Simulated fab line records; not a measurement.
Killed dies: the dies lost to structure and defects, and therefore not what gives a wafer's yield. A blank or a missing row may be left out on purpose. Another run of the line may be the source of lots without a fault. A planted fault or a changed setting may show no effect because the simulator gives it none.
Struck lot and sound lot, side by side + flow berkeley_cmos170 + 14 out of 331 route steps
Sound: the wafers L182.2, L182.3, L182.4. Struck: wafers L172.4, L172.5, L172.6. Last of all comes the cause.
For every step that has rows: the tool of each side, followed by ch and its chambers, followed by its first start. Under that, the readings that differ: sound wafers + struck wafers + difference of the means + sigmas: that difference in standard deviations of wafers without a fault.
alike: readings whose means differ by less than 2 such deviations, and words and numbers that are the same on both sides. not compared: withheld readings, readings that some wafer has no value for, bounds like >300 that may hide the same value, and numbers for which the record gives no deviation and whose values overlap.
A row with sigmas, a row that says differs or no value, or rows on one side alone: a step with any of these is where the two part. When numbers do not overlap yet have no deviation, they are printed without sigmas and do not part them. A reading missing from all wafers of one side parts the sides only when that side holds two or more wafers.

first, 2 steps without rows for these wafers: UCB170_NWELL_ANNEAL_03 (time 900 s); UCB170_NWELL_CVD_04 (deposits Si3N4 from SiH2Cl2/NH3, target thk 224 nm, time 3360 s).
UCB170_NWELL_THK_MEAS_05:
  sound on film_metro-03, day 6 02:32; struck on film_metro-02, day 4 03:52
  alike: NWELL_NITRIDE_THK
then, 6 steps without rows for these wafers: UCB170_NWELL_HMDS_06 (prime time 60 s); UCB170_NWELL_COAT_07 (resist thk 900 nm); UCB170_NWELL_SOFTBAKE_08 (time 60 s); UCB170_NWELL_EXPOSE_09 (exposes mask NWELL, target cd 3000 nm); UCB170_NWELL_PEB_10; UCB170_NWELL_DEVELOP_11 (develop time 45 s).
UCB170_NWELL_OVL_MEAS_12:
  sound on overlay-01, day 6 03:26; struck on overlay-01, day 4 04:58
  alike: NWELL_OVL
UCB170_NWELL_ETCH_13: etches Si3N4 in CH3F/Ar/O2, stops on SiO2, target depth 246.4 nm, time 151.2 s.
  sound on rie_diel-04 ch 0,2,3, day 6 03:28; struck on rie_diel-04 ch 0,1,2, day 4 04:59
  alike: drypump_motor_current_A, oes_product_au, throttle_valve_pct
  not compared: rf_hours_counter_h
following that, these wafers have no rows for 1 step: UCB170_NWELL_IMPLANT_14.
UCB170_NWELL_STRIP_15: strips in O2.
  sound on plasma_asher-02 ch 0,1, day 6 03:43; struck on plasma_asher-02 ch 0,1, day 4 05:16
  no value came back on the struck wafers for chamber_pressure_mTorr (mTorr), drypump_motor_current_A (A), oes_product_au (a.u.), strip_time_to_endpoint_s (s); on the sound wafers chamber_pressure_mTorr (mTorr) reads 3498 3501 3502
| reading                                | sound | struck            | difference | sigmas |
|----------------------------------------|-------|-------------------|------------|--------|
| model.KrF_of_NWELL_COAT_07.thk_nm (nm) | 0 0 0 | 720.3 720.3 716.7 | +719.1     |        |
  not compared: rf_hours_counter_h
UCB170_NWELL_TW_MEAS_16:
  sound on film_metro-02, day 6 03:50; struck on film_metro-02, day 4 05:22
  alike: NWELL_TW

== WHERE THEY PART ==
UCB170_NWELL_STRIP_15 only, going by this record. Later steps at which nothing parts them and some readings are alike: UCB170_NWELL_TW_MEAS_16.

WHY: what had been put in by the simulator
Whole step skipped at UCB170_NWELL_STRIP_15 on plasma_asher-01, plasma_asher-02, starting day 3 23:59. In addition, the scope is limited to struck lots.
